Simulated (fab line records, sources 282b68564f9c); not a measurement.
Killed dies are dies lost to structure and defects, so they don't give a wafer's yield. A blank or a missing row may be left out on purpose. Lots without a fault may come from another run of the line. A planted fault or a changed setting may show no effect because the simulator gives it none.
fab line records | flow rit_cmos
record lots=6 wafers=18 last_day=7
route steps=202 shown PSD@150 SDANNEAL@153 NSD@158 PLDD@159 NLDD@160 SILICIDE@161 M1@202
lots that met no fault: from a run of the same line without faults
start_h: hours from the record's first day to the start of the lot's first wafer shown | wait_h: hours since the lot's step before | " the same as in the row above | L1.1+2: a row that stands for several wafers | - no value, or no start given | * or withheld: withheld | < > ~ a bound
route shown NAME@n: a module of which the file shows steps, and the number in the route of the first | usual: mean/standard deviation of fault-free wafers | same: alike in all rows | chamber/n: place in a boat | sites: the reading at each site | _std_site: their standard deviation | _edge_site: outer sites' mean less inner sites' | radius_mm: how far each site lies from the wafer's centre | mask NAME#n: copy n | behind: the tool/chamber that last shaped the wafer | hold: why the lot was held/for how many hours/how that ended | device: the transistor (n, p or np) that didn't switch | end of line: the same wafers' tests at the end of the route | a step without rows: its recipe alone | killed: dies lost to structure and defects at the first sort, not the wafer's yield | map: a wafer's dies, x killed, . not, _ none there
set.NAME: the setting as run; set.NAME@STEP: as run at that earlier step | model.NAME: the simulator's own value behind a step, which no gauge read
lots at some steps of the route; a table a step, a row a wafer
services: from which hour (start_h, from the record's first day; less than 0 if before it) a tool's chamber was out of use, for how many hours, and why
## steps
# step RIT_PSD_IMPLANT_08
# recipe species=BF2 energy_kev=27 dose_cm2=5e+15 tilt_deg=7
# step RIT_PSD_STRIP_09
# recipe chemistry=O2 time_s=180 resist=NOVOLAK platen_temp_c=withheld power_w=500 pressure_mtorr=4000 o2_flow_sccm=4000
# usual drypump_motor_current_A=5.8/0.46 o2_flow_sccm=3998/13
# same time_s=180
# columns lot.wafer tool chamber start_h wait_h drypump_motor_current_A o2_flow_sccm rf_hours_counter_h
L490.1 plasma_asher-04 0 86.56 0.1 5.8 3967 45
L490.2 " 1 " " 5.9 3991 45
L490.6 " 1 " " 5.9 4009 -
L492.1 plasma_asher-04 0 91.74 0.1 5.8 4004 46
L492.3 " 1 " " 5.9 3973 -
L492.5 " 0 " " 5.8 4006 -
L498.1 plasma_asher-04 1 131.76 0.1 5.9 4001 1
L498.2 " 0 " " 5.8 3998 1
L498.5 " 1 " " 5.9 4006 -
L500.4 plasma_asher-03 1 137.39 0.1 6.0 3993 -
L500.5 " 1 " " 6.0 3992 -
L500.6 " 0 " " 6.4 4000 -
L501.1 plasma_asher-01 0 151.36 0.1 4.7 3997 47
L501.2 " 1 " " 6.0 4013 47
L501.6 " 0 " " 4.7 4001 -
L503.1 plasma_asher-04 0 166.92 0.1 5.8 3984 4
L503.2 " 1 " " 5.9 3986 4
L503.3 " 1 " " 5.9 4006 -
# step RIT_PSD_TW_MEAS_10
# usual PSD_TW=3430/27
# columns lot.wafer tool chamber start_h wait_h PSD_TW
L490.1 film_metro-04 - 86.73 0.1 3423
L490.2 " - " " 3425
L490.6 " - " " 3451
L492.1 film_metro-02 - 91.91 0.1 3441
L492.3 " - " " 3449
L492.5 " - " " 3456
L498.1 film_metro-02 - 131.94 0.1 3426
L498.2 " - " " 3426
L498.5 " - " " 3423
L500.4 film_metro-04 - 137.54 0.1 3392
L500.5 " - " " 3405
L500.6 " - " " 3402
L501.1 film_metro-04 - 151.54 0.1 3424
L501.2 " - " " 3434
L501.6 " - " " 3421
L503.1 film_metro-04 - 167.09 0.1 3420
L503.2 " - " " 3414
L503.3 " - " " 3421
# step RIT_SDANNEAL_CLEAN_00
# recipe chemistry=SC1 mix=3:3:50 time_s=600 temp_c=75
# step RIT_SDANNEAL_CLEAN_01
# recipe chemistry=dHF dilution=50:1 time_s=30
# step RIT_SDANNEAL_CLEAN_02
# recipe chemistry=SC2 mix=3:3:50 time_s=600 temp_c=75 dry=n2_spin
# step RIT_SDANNEAL_RTA_03
# recipe temp_c=1050 time_s=5 idle_temp_c=600 ramp_up_c_per_s=342 ramp_down_c_per_s=171 cool_to_c=600 ambient=N2
# usual anneal_temp_c_max=1054.6/0.9 wafer_temp_C_max=1053.6/1.1
# same time_s=5
# columns lot.wafer tool chamber start_h wait_h anneal_temp_c_max wafer_temp_C_max
L490.1 rtp_anneal-01 0 87.16 0.0 1055.0 1055.2
L490.2 " 0 " " 1055.1 1052.6
L490.6 " 0 " " 1055.2 1054.2
L492.1 rtp_anneal-01 0 92.34 0.0 1054.7 1055.4
L492.3 " 0 " " 1055.5 1053.4
L492.5 " 0 " " 1056.1 1053.2
L498.1 rtp_anneal-01 0 132.38 0.0 1056.7 1052.8
L498.2 " 0 " " 1054.9 1053.0
L498.5 " 0 " " 1054.9 1050.6
L500.4 rtp_anneal-01 0 137.97 0.0 1053.9 1052.9
L500.5 " 0 " " 1053.1 1052.7
L500.6 " 0 " " 1054.8 1053.3
L501.1 rtp_anneal-02 0 151.97 0.0 1052.3 1054.4
L501.2 " 0 " " 1054.9 1054.1
L501.6 " 0 " " 1053.8 1054.0
L503.1 rtp_anneal-02 0 167.52 0.0 1055.2 1053.4
L503.2 " 0 " " 1053.7 1053.2
L503.3 " 0 " " 1054.9 1053.3
# step RIT_SDANNEAL_RS_MEAS_04
# recipe thk_meas_gauge=four-point-probe
# usual PSD_RS=116.00/0.29
# columns lot.wafer tool chamber start_h wait_h PSD_RS[ohm/sq]
L490.1 film_metro-02 - 87.22 0.0 115.93
L490.2 " - " " 115.85
L490.6 " - " " 115.99
L492.1 film_metro-04 - 92.40 0.0 115.75
L492.3 " - " " 115.90
L492.5 " - " " 115.78
L498.1 film_metro-02 - 132.44 0.0 115.42
L498.2 " - " " 115.88
L498.5 " - " " 115.84
L500.4 film_metro-04 - 138.06 0.1 116.19
L500.5 " - " " 116.03
L500.6 " - " " 116.23
L501.1 film_metro-02 - 152.02 0.0 116.45
L501.2 " - " " 115.76
L501.6 " - " " 116.46
L503.1 film_metro-02 - 167.58 0.0 115.62
L503.2 " - " " 115.82
L503.3 " - " " 115.91
# step RIT_SDANNEAL_RS_MEAS_05
# recipe thk_meas_gauge=four-point-probe
# usual NSD_RS=84.52/0.29
# columns lot.wafer tool chamber start_h wait_h NSD_RS[ohm/sq]
L490.1 film_metro-02 - 87.34 0.1 84.30
L490.2 " - " " 84.50
L490.6 " - " " 84.10
L492.1 film_metro-04 - 92.52 0.1 84.29
L492.3 " - " " 84.31
L492.5 " - " " 84.38
L498.1 film_metro-02 - 132.56 0.1 84.60
L498.2 " - " " 84.79
L498.5 " - " " 84.51
L500.4 film_metro-04 - 138.18 0.1 84.86
L500.5 " - " " 84.61
L500.6 " - " " 84.60
L501.1 film_metro-02 - 152.14 0.1 84.04
L501.2 " - " " 84.73
L501.6 " - " " 84.34
L503.1 film_metro-02 - 167.70 0.1 84.27
L503.2 " - " " 84.12
L503.3 " - " " 84.15
# step RIT_SDANNEAL_RS_MEAS_06
# recipe thk_meas_gauge=four-point-probe
# usual PLDD_RS=178.8/0.48
# columns lot.wafer tool chamber start_h wait_h PLDD_RS[ohm/sq]
L490.1 film_metro-02 - 87.46 0.1 178.9
L490.2 " - " " 178.7
L490.6 " - " " 178.9
L492.1 film_metro-04 - 92.64 0.1 178.4
L492.3 " - " " 178.5
L492.5 " - " " 178.5
L498.1 film_metro-02 - 132.68 0.1 178.4
L498.2 " - " " 178.9
L498.5 " - " " 178.9
L500.4 film_metro-04 - 138.30 0.1 178.3
L500.5 " - " " 178.4
L500.6 " - " " 178.5
L501.1 film_metro-02 - 152.26 0.1 179.6
L501.2 " - " " 179.2
L501.6 " - " " 179.5
L503.1 film_metro-02 - 167.82 0.1 178.7
L503.2 " - " " 178.4
L503.3 " - " " 178.6
# step RIT_SDANNEAL_RS_MEAS_07
# recipe thk_meas_gauge=four-point-probe
# usual NLDD_RS=151.7/0.54
# columns lot.wafer tool chamber start_h wait_h NLDD_RS[ohm/sq]
L490.1 film_metro-02 - 87.58 0.1 152.3
L490.2 " - " " 152.3
L490.6 " - " " 152.1
L492.1 film_metro-04 - 92.76 0.1 152.2
L492.3 " - " " 151.8
L492.5 " - " " 151.6
L498.1 film_metro-02 - 132.80 0.1 151.7
L498.2 " - " " 151.8
L498.5 " - " " 151.2
L500.4 film_metro-04 - 138.42 0.1 151.5
L500.5 " - " " 151.5
L500.6 " - " " 151.7
L501.1 film_metro-02 - 152.38 0.1 151.9
L501.2 " - " " 151.5
L501.6 " - " " 152.1
L503.1 film_metro-02 - 167.94 0.1 151.3
L503.2 " - " " 151.7
L503.3 " - " " 151.4
# step RIT_SILICIDE_WET_ETCH_00
# recipe chemistry=BOE target=SiO2 target_depth_nm=14 time_s=15 dry=n2_spin dilution=10:1 temp_c=21.5
# step RIT_SILICIDE_SPUTTER_01
# recipe material=Ti target_thk_nm=30 power_w=350 chamber_pressure_pa=0.667 gas=Ar time_s=240 substrate_temp_c=25
# usual throttle_valve_pct=30.1/1
# columns lot.wafer tool chamber start_h wait_h throttle_valve_pct model.Ti_of_SILICIDE_SPUTTER_01.thk_nm
L490.1 pvd_sputter-02 - 87.71 0.0 29.3 29.91
L490.2 " - " " 28.7 30.22
L490.6 " - " " 29.2 30.13
L492.1 pvd_sputter-02 - 92.89 0.0 29.4 29.77
L492.3 " - " " 30.4 29.77
L492.5 " - " " 30.8 29.95
L498.1 pvd_sputter-02 - 132.94 0.0 29.1 26.06
L498.2 " - " " 30.7 25.93
L498.5 " - " " 29.0 25.83
L500.4 pvd_sputter-02 - 138.49 0.0 31.1 25.62
L500.5 " - " " 29.4 25.68
L500.6 " - " " 30.5 25.69
L501.1 pvd_sputter-01 - 152.52 0.0 31.2 30.16
L501.2 " - " " 32.1 30.16
L501.6 " - " " 32.2 30.32
L503.1 pvd_sputter-01 - 168.07 0.0 32.5 30.15
L503.2 " - " " 31.0 29.86
L503.3 " - " " 29.5 29.76
# step RIT_SILICIDE_RS_MEAS_02
# recipe thk_meas_gauge=four-point-probe reads=Ti_of_SILICIDE_SPUTTER_01
# usual SILICIDE_TI_RS=48.2/0.55
# columns lot.wafer tool chamber start_h wait_h SILICIDE_TI_RS[ohm/sq]
L490.1 film_metro-03 - 87.86 0.1 48.1
L490.2 " - " " 47.6
L490.6 " - " " 47.7
L492.1 film_metro-03 - 93.04 0.1 48.6
L492.3 " - " " 48.5
L492.5 " - " " 48.1
L498.1 film_metro-04 - 133.09 0.1 57.2
L498.2 " - " " 57.5
L498.5 " - " " 57.9
L500.4 film_metro-04 - 138.70 0.1 58.4
L500.5 " - " " 58.3
L500.6 " - " " 58.2
L501.1 film_metro-04 - 152.67 0.1 47.6
L501.2 " - " " 47.6
L501.6 " - " " 47.3
L503.1 film_metro-03 - 168.22 0.1 47.8
L503.2 " - " " 48.2
L503.3 " - " " 48.4
# step RIT_SILICIDE_THK_MEAS_03
# recipe thk_meas_gauge=xrf reads=Ti_of_SILICIDE_SPUTTER_01
# usual SILICIDE_TI_THK=29.2/0.32
# columns lot.wafer tool chamber start_h wait_h SILICIDE_TI_THK[nm]
L490.1 film_metro-03 - 87.98 0.1 29.2
L490.2 " - " " 29.7
L490.6 " - " " 29.4
L492.1 film_metro-03 - 93.16 0.1 29.1
L492.3 " - " " 29.2
L492.5 " - " " 29.2
L498.1 film_metro-04 - 133.21 0.1 25.7
L498.2 " - " " 25.4
L498.5 " - " " 25.4
L500.4 film_metro-04 - 138.79 0.1 25.3
L500.5 " - " " 25.3
L500.6 " - " " 25.2
L501.1 film_metro-04 - 152.79 0.1 29.6
L501.2 " - " " 29.7
L501.6 " - " " 29.9
L503.1 film_metro-03 - 168.34 0.1 29.3
L503.2 " - " " 29.1
L503.3 " - " " 29.1
# step RIT_SILICIDE_RTA_04
# recipe temp_c=650 time_s=10 idle_temp_c=25 ramp_up_s=5 ramp_down_s=5 cool_to_c=25 ambient=N2
# usual anneal_temp_c_max=652.8/0.53 wafer_temp_C_max=652.7/1.7
# same time_s=10
# columns lot.wafer tool chamber start_h wait_h anneal_temp_c_max wafer_temp_C_max
L490.1 rtp_anneal-02 0 88.04 0.1 652.0 654.1
L490.2 " 0 " " 652.6 654.9
L490.6 " 0 " " 652.2 654.6
L492.1 rtp_anneal-02 0 93.22 0.1 652.5 655.2
L492.3 " 0 " " 652.6 653.8
L492.5 " 0 " " 653.0 653.1
L498.1 rtp_anneal-02 0 133.27 0.1 652.6 653.3
L498.2 " 0 " " 651.9 654.5
L498.5 " 0 " " 653.7 655.2
L500.4 rtp_anneal-02 0 138.85 0.1 652.6 654.8
L500.5 " 0 " " 653.3 653.9
L500.6 " 0 " " 652.9 653.5
L501.1 rtp_anneal-01 0 152.85 0.1 654.0 651.1
L501.2 " 0 " " 653.2 651.3
L501.6 " 0 " " 652.5 651.6
L503.1 rtp_anneal-01 0 168.40 0.1 652.6 651.9
L503.2 " 0 " " 652.9 651.7
L503.3 " 0 " " 652.7 651.4
# step RIT_M1_PROBE_99
# usual killed_at_contacts=0.0/0.22 killed_at_front_end=6.6/2.7 killed_dies=6.7/2.7 killed_open=3.4/2 killed_short=3.2/1.8
# same gross_dies=264 killed_at_M0_to_M3=0 killed_at_M4_up=0 killed_at_back_side=0 killed_at_other=0
# columns lot.wafer tool chamber start_h wait_h killed_at_contacts killed_at_front_end killed_dies killed_open killed_short model.etest.npoly_line.line_ohm_um model.etest.ppoly_line.line_ohm_um model.etest.contact_nplus.end_ohm_um model.etest.contact_pplus.end_ohm_um model.etest.npoly_line.rs_ohm_sq model.etest.ppoly_line.rs_ohm_sq model.etest.npoly_sal.rs_ohm_sq model.etest.ppoly_sal.rs_ohm_sq
L490.1 prober-02 - 94.60 0.1 0 7 7 5 2 174.6 172 41.21 42.17 16.98 16.43 4.361 4.335
L490.2 prober-02 - 94.65 0.1 0 5 5 4 1 175.1 167 40.96 42.91 17.07 16.4 4.352 4.264
L490.6 prober-02 - 94.85 0.2 0 6 6 3 3 176.2 166.8 40.82 42.24 17 16.39 4.366 4.322
L492.1 prober-02 - 99.66 0.1 0 6 6 6 0 158.7 150.7 39.89 44.02 16.82 16.46 4.39 4.392
L492.3 prober-02 - 99.76 0.2 0 4 4 1 3 160.2 156.8 39.42 42.24 17.09 16.64 4.395 4.353
L492.5 prober-02 - 99.86 0.2 0 5 5 3 2 158.6 155.6 40.61 41.95 17.07 16.43 4.383 4.362
L498.1 prober-02 - 139.97 0.1 0 13 13 6 5 178.9 170.2 37.87 39.59 18.86 18.4 4.911 4.857
L498.2 prober-02 - 140.02 0.1 0 6 6 2 2 180.5 170.8 37.52 39.46 19.01 18.31 5.004 4.929
L498.5 prober-02 - 140.17 0.2 0 7 7 1 5 181.8 175.2 37.45 40.5 19 18.31 4.987 4.952
L500.4 prober-02 - 146.81 0.2 0 6 6 5 1 173.6 165.2 36.38 40.98 19.15 18.41 4.973 4.919
L500.5 prober-02 - 146.86 0.2 1 5 6 4 2 178.9 170.9 36.7 39.01 19.12 18.39 4.968 4.943
L500.6 prober-02 - 146.91 0.2 0 5 5 2 3 174.5 166.6 36.39 40.05 19.2 18.37 4.97 4.947
L501.1 prober-01 - 159.78 0.1 1 5 6 4 2 169.3 163.9 41.65 44.96 17.06 16.48 4.297 4.283
L501.2 prober-01 - 159.83 0.1 0 4 4 1 3 170.1 164.6 41.8 45.19 17.01 16.5 4.316 4.29
L501.6 prober-01 - 160.03 0.2 0 8 8 5 3 172 164.8 43.15 45.32 16.92 16.34 4.307 4.251
L503.1 prober-01 - 175.09 0.1 0 7 7 5 2 166.8 160.1 43.38 43.4 16.89 16.45 4.294 4.291
L503.2 prober-01 - 175.14 0.1 0 9 9 4 5 164.7 157.5 41.79 43.23 17.03 16.53 4.391 4.364
L503.3 prober-01 - 175.19 0.2 0 15 15 9 6 170.8 162.9 42.2 42.33 17.16 16.66 4.423 4.37
# killed by level:class
L490.1 GATE:geometric_particle:open=3 SILICIDE:geometric_particle:open=2 GATE:geometric_particle:short=1 SILICIDE:geometric_particle:short=1
L490.2 SPACER:geometric_particle:open=2 FOX2:geometric_particle:open=1 GATE:geometric_particle:open=1 SPACER:geometric_particle:short=1
L490.6 GATE:geometric_particle:open=2 GATE:geometric_particle:short=2 SPACER:geometric_particle:short=1 SPACER:geometric_particle:open=1
L492.1 GATE:geometric_particle:open=5 REOX:geometric_particle:open=1
L492.3 FOX2:geometric_particle:short=1 GATE:geometric_particle:short=1 SPACER:geometric_particle:open=1 SILICIDE:geometric_particle:short=1
L492.5 GATE:geometric_particle:short=2 FOX2:geometric_particle:open=1 GATE:geometric_particle:open=1 SILICIDE:geometric_particle:open=1
L498.1 GATE:geometric_particle:short=2 GATE:geometric_particle:open=2 REOX:geometric_particle:open=2 SPACER:geometric_particle:short=2 PSD:coat_microbubble_printed=2 FOX1:geometric_particle:open=1 FOX2:geometric_particle:short=1 SPACER:geometric_particle:open=1
L498.2 PSD:coat_microbubble_printed=2 FOX1:geometric_particle:short=1 GATE:geometric_particle:short=1 GATE:geometric_particle:open=1 REOX:geometric_particle:open=1
L498.5 SPACER:geometric_particle:short=3 GATE:geometric_particle:short=2 GATE:geometric_particle:open=1 PSD:coat_microbubble_printed=1
L500.4 GATE:geometric_particle:open=4 FOX2:geometric_particle:open=1 SILICIDE:geometric_particle:short=1
L500.5 GATE:geometric_particle:open=2 FOX2:geometric_particle:short=1 FOX2:geometric_particle:open=1 REOX:geometric_particle:open=1 CONTACT:geometric_particle:short=1
L500.6 SILICIDE:geometric_particle:short=2 GATE:geometric_particle:open=1 GATE:geometric_particle:short=1 SILICIDE:geometric_particle:open=1
L501.1 GATE:geometric_particle:open=2 FOX1:geometric_particle:open=1 REOX:geometric_particle:short=1 REOX:geometric_particle:open=1 CONTACT:geometric_particle:short=1
L501.2 FOX1:geometric_particle:short=1 FOX2:geometric_particle:short=1 GATE:geometric_particle:open=1 SPACER:geometric_particle:short=1
L501.6 REOX:geometric_particle:open=2 SILICIDE:geometric_particle:open=2 FOX1:geometric_particle:short=1 FOX1:geometric_particle:open=1 FOX2:geometric_particle:short=1 GATE:geometric_particle:short=1
L503.1 GATE:geometric_particle:open=3 FOX2:geometric_particle:open=1 GATE:geometric_particle:short=1 SPACER:geometric_particle:short=1 SILICIDE:geometric_particle:open=1
L503.2 GATE:geometric_particle:open=3 REOX:geometric_particle:short=2 FOX1:geometric_particle:short=1 GATE:geometric_particle:short=1 SPACER:geometric_particle:short=1 SPACER:geometric_particle:open=1
L503.3 GATE:geometric_particle:open=5 GATE:geometric_particle:short=2 SPACER:geometric_particle:open=2 SILICIDE:geometric_particle:short=2 FOX2:geometric_particle:open=1 REOX:geometric_particle:open=1 REOX:geometric_particle:short=1 SPACER:geometric_particle:short=1
## services
# columns tool chamber start_h hours kind
pvd_sputter-02 - 69.82 12.5 repair
pvd_sputter-02 - 73.31 4.8 repair
plasma_asher-01 - 103.33 0.4 repair
plasma_asher-04 - 108.75 9.0 pm
plasma_asher-04 0 108.75 9.0 vent_cycle
plasma_asher-04 1 108.75 9.0 vent_cycle
plasma_asher-04 0 117.75 - clean
plasma_asher-04 1 117.75 - clean
pvd_sputter-01 - 125.82 12.2 repair
pvd_sputter-01 - 145.75 1.8 repair
plasma_asher-04 - 146.74 1.6 repair
## key
first_sign step=RIT_SILICIDE_RS_MEAS_02 reading=SILICIDE_TI_RS direction=up sigmas=18 usual=48.2 struck=57.9
effect step=RIT_SILICIDE_THK_MEAS_03 reading=SILICIDE_TI_THK direction=down sigmas=12 usual=29.2 struck=25.4
model_effect step=RIT_SILICIDE_SPUTTER_01 value=Ti_of_SILICIDE_SPUTTER_01.thk_nm without=29.79 struck=25.8
model_effect step=RIT_M1_PROBE_99 value=etest.npoly_line.line_ohm_um without=164.1 struck=178
met_at RIT_SILICIDE_SPUTTER_01
struck_wafers L498.1,L498.2,L498.5,L500.4,L500.5,L500.6
tester_left_out L498,L500
onset_between 92.89 132.94
also_fits RIT_SDANNEAL_RTA_03:rtp_anneal-01
fault kind=process_parameter_drift tool=pvd_sputter-02 chamber=- onset_h=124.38 steps=RIT_SILICIDE_SPUTTER_01 channel=time_s offset=* shape=step end_h=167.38 stated=*
# tester_left_out: of these lots the tester's yield and bins aren't shown, on N5 and GAA mostly nor the transistor test; their killed dies are dies lost to structure and defects alone, not to doping, threshold or leakage, so they don't give the yield
